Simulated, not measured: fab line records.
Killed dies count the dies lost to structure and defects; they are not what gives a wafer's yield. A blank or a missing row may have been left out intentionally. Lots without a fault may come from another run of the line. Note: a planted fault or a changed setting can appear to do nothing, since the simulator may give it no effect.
The tool behind it: which one? || flow berkeleyCmos170 || 7 lots (21 wafers sampled), 1 step of a 331-step route

== WHAT EACH GAUGE READ, for each wafer ==
UCB170_NWELL_THK_MEAS_05.
{"lot": "L621", "measured": "day 3 07:01", "on": "filmMetro-03", "NWELL_NITRIDE_THK (nm)": "224.3 226.1 224.8"}
{"lot": "L623", "measured": "day 3 18:14", "on": "filmMetro-01", "NWELL_NITRIDE_THK (nm)": "229.9 230.0 227.8"}
{"lot": "L627", "measured": "day 4 07:28", "on": "filmMetro-01", "NWELL_NITRIDE_THK (nm)": "224.8 227.8 226.7"}
{"lot": "L629", "measured": "day 4 13:11", "on": "filmMetro-04", "NWELL_NITRIDE_THK (nm)": "227.0 226.9 226.8"}
{"lot": "L631", "measured": "day 4 13:16", "on": "filmMetro-01", "NWELL_NITRIDE_THK (nm)": "224.5 226.5 225.6"}
{"lot": "L634", "measured": "day 5 12:55", "on": "filmMetro-03", "NWELL_NITRIDE_THK (nm)": "221.0 219.6 219.4"}
{"lot": "L637", "measured": "day 5 21:58", "on": "filmMetro-04", "NWELL_NITRIDE_THK (nm)": "222.0 220.3 220.5"}

== TOOL THAT RAN EACH LOT (tool first, then ch and the chambers of the sampled wafers, then the start) ==
The record holds no process step before these readings.

== THE ANSWER, worked out from the rows above alone ==
Rule: the lots themselves supply what counts as usual. The widest of any qualifying gaps counts: lots, ordered by their means at a reading, are off when they make up no more than a third of the lots, leave a main group of 4 or more, and stand apart from it by 3 or more times the standard deviation of that group's means. A main group is skipped when, at the precision printed for the reading in the tables above, its means are all equal. Also off: a lot with no number at a reading for which 4 or more lots have one. Any other lot the step has rows for is counted as sound.
No lot is off at any reading shown: from this, nothing can be told.

== WHAT THE SIMULATOR HAD PUT IN ==
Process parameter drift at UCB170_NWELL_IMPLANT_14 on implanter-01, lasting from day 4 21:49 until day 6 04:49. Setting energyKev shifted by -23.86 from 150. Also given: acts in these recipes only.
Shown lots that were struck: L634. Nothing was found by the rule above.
